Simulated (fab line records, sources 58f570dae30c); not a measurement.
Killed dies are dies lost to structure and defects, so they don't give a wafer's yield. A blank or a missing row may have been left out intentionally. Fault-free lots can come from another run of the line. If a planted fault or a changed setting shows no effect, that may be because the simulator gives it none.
Which tool did it? | flow berkeley cmos170 | 48 wafers from 16 lots sampled at 6 of the route's 331 steps

== WHAT THE GAUGES SHOWED, per wafer ==
UCB170_NWELL_THK_MEAS_05.
lot  | measured    | on            | NWELL_NITRIDE_THK (nm)
L540 | day 2 07:40 | film metro-03 | 220.3 219.5 221.2
L541 | day 2 15:16 | film metro-02 | 224.9 225.6 225.6
L542 | day 2 15:15 | film metro-03 | 224.2 225.0 224.9
L545 | day 3 05:21 | film metro-02 | 223.7 223.8 223.7
L548 | day 4 02:52 | film metro-04 | 197.2 195.9 197.1
L549 | day 4 08:22 | film metro-03 | 198.6 197.5 197.6
L550 | day 4 08:21 | film metro-02 | 196.0 194.7 196.0
L552 | day 4 17:40 | film metro-04 | 197.3 196.0 199.5
L553 | day 5 02:26 | film metro-02 | 223.8 224.0 224.0
L554 | day 5 06:23 | film metro-04 | 221.2 221.2 220.9
L555 | day 5 10:53 | film metro-04 | 220.8 220.9 220.7
L556 | day 5 10:53 | film metro-03 | 223.7 222.6 222.7
L558 | day 5 21:38 | film metro-02 | 225.9 225.9 224.9
L559 | day 6 02:21 | film metro-02 | 223.5 224.5 224.2
L560 | day 6 10:29 | film metro-04 | 224.5 223.7 225.9
L561 | day 6 15:33 | film metro-02 | 225.1 225.6 223.2

UCB170_PWELL_THK_MEAS_06.
lot  | measured    | on            | PWELL_NITRIDE_THK (nm)
L540 | day 2 22:23 | film metro-04 | 220.3 221.1 220.4
L541 | day 3 07:16 | film metro-03 | 219.3 220.9 219.8
L542 | day 3 07:16 | film metro-04 | 220.5 221.6 222.5
L545 | day 3 22:45 | film metro-04 | 215.9 214.2 214.5
L548 | day 5 00:31 | film metro-03 | 217.1 219.7 218.7
L549 | day 5 04:56 | film metro-03 | 219.2 217.4 217.4
L550 | day 5 04:55 | film metro-04 | 217.7 217.0 217.4
L552 | day 5 08:47 | film metro-01 | 221.8 221.5 222.2
L553 | day 5 18:44 | film metro-04 | 223.6 223.8 222.8
L554 | day 6 03:25 | film metro-01 | 216.4 213.3 216.4
L555 | day 6 03:25 | film metro-03 | 218.4 216.8 219.3
L556 | day 6 03:25 | film metro-04 | 219.5 219.5 220.1
L558 | day 6 13:37 | film metro-04 | 221.7 221.8 223.0
L559 | day 6 18:53 | film metro-03 | 221.4 218.1 218.3
L560 | day 7 03:19 | film metro-04 | 219.3 220.9 218.8
L561 | day 7 09:19 | film metro-03 | 221.5 222.2 222.1

UCB170_ACTIVE_OVL_MEAS_14.
lot  | measured    | on         | ACTIVE_OVL (nm)
L540 | day 4 09:07 | overlay-02 | 0 -4 2
L541 | day 4 12:08 | overlay-02 | 2 -2 1
L542 | day 4 12:41 | overlay-02 | 15 3 11
L545 | day 5 06:20 | overlay-02 | 5 6 7
L548 | day 6 02:38 | overlay-01 | 3 -2 3
L549 | day 6 12:17 | overlay-01 | -10 2 -4
L550 | day 6 11:40 | overlay-02 | 4 4 6
L552 | day 6 12:12 | overlay-02 | 1 -8 -3
L553 | day 6 23:16 | overlay-01 | 5 12 10
L554 | day 7 06:47 | overlay-01 | -4 10 0
L555 | day 7 06:16 | overlay-01 | 6 4 10
L556 | day 7 16:58 | overlay-01 | 5 3 0
L558 | day 8 00:18 | overlay-02 | 1 -6 -1
L559 | day 8 00:32 | overlay-02 | -3 3 0
L560 | day 8 12:20 | overlay-02 | -8 -3 -1
L561 | day 8 12:12 | overlay-01 | 4 7 3

== TOOL THAT RAN EACH LOT (tool first, then ch and the chambers of the sampled wafers, then the start) ==
lot  | UCB170_NWELL_CVD_04        | UCB170_NWELL_ETCH_13              | UCB170_PWELL_ETCH_14
L540 | lpcvd-02 ch 1, day 2 05:42 | rie diel-01 ch 1,2, day 2 08:42   | rie diel-03 ch 0,1, day 3 01:13
L541 | lpcvd-01 ch 1, day 2 13:19 | rie diel-01 ch 0,1, day 2 16:26   | rie diel-01 ch 0,3, day 3 08:12
L542 | lpcvd-01 ch 1, day 2 13:19 | rie diel-01 ch 1,2,3, day 2 16:19 | rie diel-03 ch 1,3, day 3 09:02
L545 | lpcvd-01 ch 0, day 3 03:25 | rie diel-03 ch 1,2, day 3 06:34   | rie diel-03 ch 0,1,2, day 4 00:17
L548 | lpcvd-02 ch 0, day 4 00:55 | rie diel-02 ch 1,3, day 4 03:58   | rie diel-04 ch 0,1,3, day 5 01:47
L549 | lpcvd-02 ch 0, day 4 06:25 | rie diel-02 ch 1,2,3, day 4 09:53 | rie diel-03 ch 1,2, day 5 06:43
L550 | lpcvd-02 ch 0, day 4 06:25 | rie diel-01 ch 1,3, day 4 09:39   | rie diel-04 ch 1,2, day 5 06:55
L552 | lpcvd-02 ch 0, day 4 15:43 | rie diel-03 ch 0,1, day 4 18:58   | rie diel-03 ch 0,2,3, day 5 10:04
L553 | lpcvd-02 ch 1, day 5 00:30 | rie diel-02 ch 0,1,3, day 5 03:47 | rie diel-03 ch 0,2,3, day 5 19:48
L554 | lpcvd-01 ch 1, day 5 04:27 | rie diel-01 ch 1,2,3, day 5 08:20 | rie diel-01 ch 0,1, day 6 05:07
L555 | lpcvd-02 ch 1, day 5 08:57 | rie diel-01 ch 1,2,3, day 5 11:58 | rie diel-04 ch 1,2,3, day 6 04:54
L556 | lpcvd-02 ch 1, day 5 08:57 | rie diel-02 ch 0,1,3, day 5 12:04 | rie diel-03 ch 0,3, day 6 05:11
L558 | lpcvd-01 ch 0, day 5 18:44 | rie diel-02 ch 1,2, day 5 22:34   | rie diel-01 ch 0,1, day 6 15:08
L559 | lpcvd-01 ch 0, day 5 23:27 | rie diel-03 ch 0,1,2, day 6 03:34 | rie diel-01 ch 0,1,3, day 6 20:43
L560 | lpcvd-01 ch 1, day 6 07:34 | rie diel-03 ch 2,3, day 6 12:07   | rie diel-03 ch 0,1,3, day 7 04:29
L561 | lpcvd-01 ch 1, day 6 13:37 | rie diel-02 ch 2,3, day 6 17:05   | rie diel-03 ch 0,1,2, day 7 10:14
- UCB170_NWELL_CVD_04: deposits Si3N4 from SiH2Cl2/NH3, target thk 224 nm, time 3360 s.
- UCB170_NWELL_ETCH_13: etches Si3N4 in CH3F/Ar/O2, stops on SiO2, target depth 246.4 nm, time 154 s.
- UCB170_PWELL_ETCH_14: etches Si3N4 in CH3F/Ar/O2, stops on SiO2, target depth 242 nm, time 151 s.

== AS READ BY THE TOOLS THEMSELVES (means over the sampled wafers that have a number; for cases with no such wafer, the mark the record gives instead) ==
UCB170_NWELL_CVD_04.
lot  | tool     | spike tc load C (C)
L540 | lpcvd-02 | 828
L541 | lpcvd-01 | 831
L542 | lpcvd-01 | 830
L545 | lpcvd-01 | 824
L548 | lpcvd-02 | 821
L549 | lpcvd-02 | 820
L550 | lpcvd-02 | 820
L552 | lpcvd-02 | 820
L553 | lpcvd-02 | 827
L554 | lpcvd-01 | 830
L555 | lpcvd-02 | 827
L556 | lpcvd-02 | 827
L558 | lpcvd-01 | 824
L559 | lpcvd-01 | 823
L560 | lpcvd-01 | 830
L561 | lpcvd-01 | 831

UCB170_NWELL_ETCH_13.
lot  | tool        | CH3F_flow_sccm (sccm) | O2_flow_sccm (sccm) | drypump motor current A (A) | oes product au (a.u.) | throttle valve pct (%)
L540 | rie diel-01 | 20.01                 | 6.994               | 5.3                         | 0.923                 | 8.27
L541 | rie diel-01 | 20.01                 | 7.020               | 5.3                         | 0.938                 | 8.17
L542 | rie diel-01 | 20.03                 | 7.000               | 5.3                         | 0.938                 | 8.17
L545 | rie diel-03 | 19.97                 | 7.010               | 6.1                         | 0.958                 | 8.11
L548 | rie diel-02 | 20.03                 | 7.002               | 5.7                         | 0.861                 | 8.12
L549 | rie diel-02 | 19.99                 | 6.992               | 5.7                         | 0.865                 | 8.09
L550 | rie diel-01 | 20.01                 | 7.003               | 5.2                         | 0.867                 | 8.06
L552 | rie diel-03 | 20.01                 | 7.001               | 6.4                         | 0.868                 | 8.02
L553 | rie diel-02 | 20.05                 | 7.023               | 5.6                         | 0.935                 | 8.10
L554 | rie diel-01 | 19.98                 | 6.991               | 5.3                         | 0.931                 | 8.17
L555 | rie diel-01 | 20.06                 | 6.983               | 5.3                         | 0.928                 | 8.17
L556 | rie diel-02 | 20.06                 | 7.011               | 5.6                         | 0.933                 | 8.10
L558 | rie diel-02 | 20.05                 | 6.989               | 6.1                         | 0.934                 | 8.09
L559 | rie diel-03 | 20.00                 | 6.999               | 6.1                         | 0.952                 | 8.05
L560 | rie diel-03 | 19.99                 | 7.004               | 5.1                         | 0.953                 | 8.22
L561 | rie diel-02 | 20.03                 | 6.992               | 5.2                         | 0.928                 | 8.11

UCB170_PWELL_ETCH_14.
lot  | tool        | CH3F_flow_sccm (sccm) | O2_flow_sccm (sccm) | drypump motor current A (A) | oes product au (a.u.) | throttle valve pct (%)
L540 | rie diel-03 | 19.99                 | 6.989               | 6.3                         | 0.940                 | 8.02
L541 | rie diel-01 | 19.98                 | 7.007               | 5.3                         | 0.938                 | 8.06
L542 | rie diel-03 | 19.99                 | 6.992               | 5.9                         | 0.944                 | 8.14
L545 | rie diel-03 | 19.99                 | 7.002               | 6.1                         | 0.938                 | 8.03
L548 | rie diel-04 | 20.07                 | 6.997               | 5.9                         | 0.943                 | 8.09
L549 | rie diel-03 | 19.95                 | 6.996               | 6.1                         | 0.949                 | 8.11
L550 | rie diel-04 | 20.04                 | 6.987               | 5.7                         | 0.935                 | 8.24
L552 | rie diel-03 | 19.99                 | 7.018               | 5.5                         | 0.958                 | 8.11
L553 | rie diel-03 | 20.04                 | 7.016               | 5.6                         | 0.967                 | 8.10
L554 | rie diel-01 | 20.02                 | 7.031               | 5.3                         | 0.919                 | 8.16
L555 | rie diel-04 | 20.06                 | 7.011               | 5.6                         | 0.941                 | 8.13
L556 | rie diel-03 | 19.96                 | 6.996               | 5.2                         | 0.947                 | 8.14
L558 | rie diel-01 | 20.04                 | 7.001               | 5.3                         | 0.944                 | 8.17
L559 | rie diel-01 | 19.99                 | 6.988               | 5.2                         | 0.932                 | 8.11
L560 | rie diel-03 | 20.02                 | 7.001               | 5.8                         | 0.944                 | 8.09
L561 | rie diel-03 | 20.03                 | 7.007               | 6.1                         | 0.959                 | 8.03

== THE ANSWER, worked out from the rows above alone ==
Rule: the usual values come from the lots themselves. Put in order of their means at a reading, lots are off if they are a third of the lots or fewer, leave a main group of 4 or more, and stand apart from it by a gap of 3 or more times the standard deviation of the main group's means; of several such gaps the widest counts. The tables above print the reading to a certain number of digits; a main group whose means all agree to those digits is not used. Also off: a lot with no number at a reading for which 4 or more lots have one. The other lots that the step has rows for count as sound. First the gauges in route order, then the tools' own readings, where a lot's mean is used as printed above. The first step at which some lot is off is used, and at that step the reading that is off furthest; a lot without a number counts as furthest.
Off: at UCB170_NWELL_THK_MEAS_05 (NWELL_NITRIDE_THK), L548, L549, L550, L552. The main group: mean 223.5 nm, standard deviation 1.7.
If a tool, at a process step before that reading, ran all the lots that are off and no sound lot after the first of them, it fits. The gauges at UCB170_NWELL_THK_MEAS_05 aren't tried: what is off there is off at UCB170_NWELL_ETCH_13 too, on other tools, and a gauge's error can't cause that. No candidate that was tried fits.

== WHAT THE SIMULATOR HAD PUT IN ==
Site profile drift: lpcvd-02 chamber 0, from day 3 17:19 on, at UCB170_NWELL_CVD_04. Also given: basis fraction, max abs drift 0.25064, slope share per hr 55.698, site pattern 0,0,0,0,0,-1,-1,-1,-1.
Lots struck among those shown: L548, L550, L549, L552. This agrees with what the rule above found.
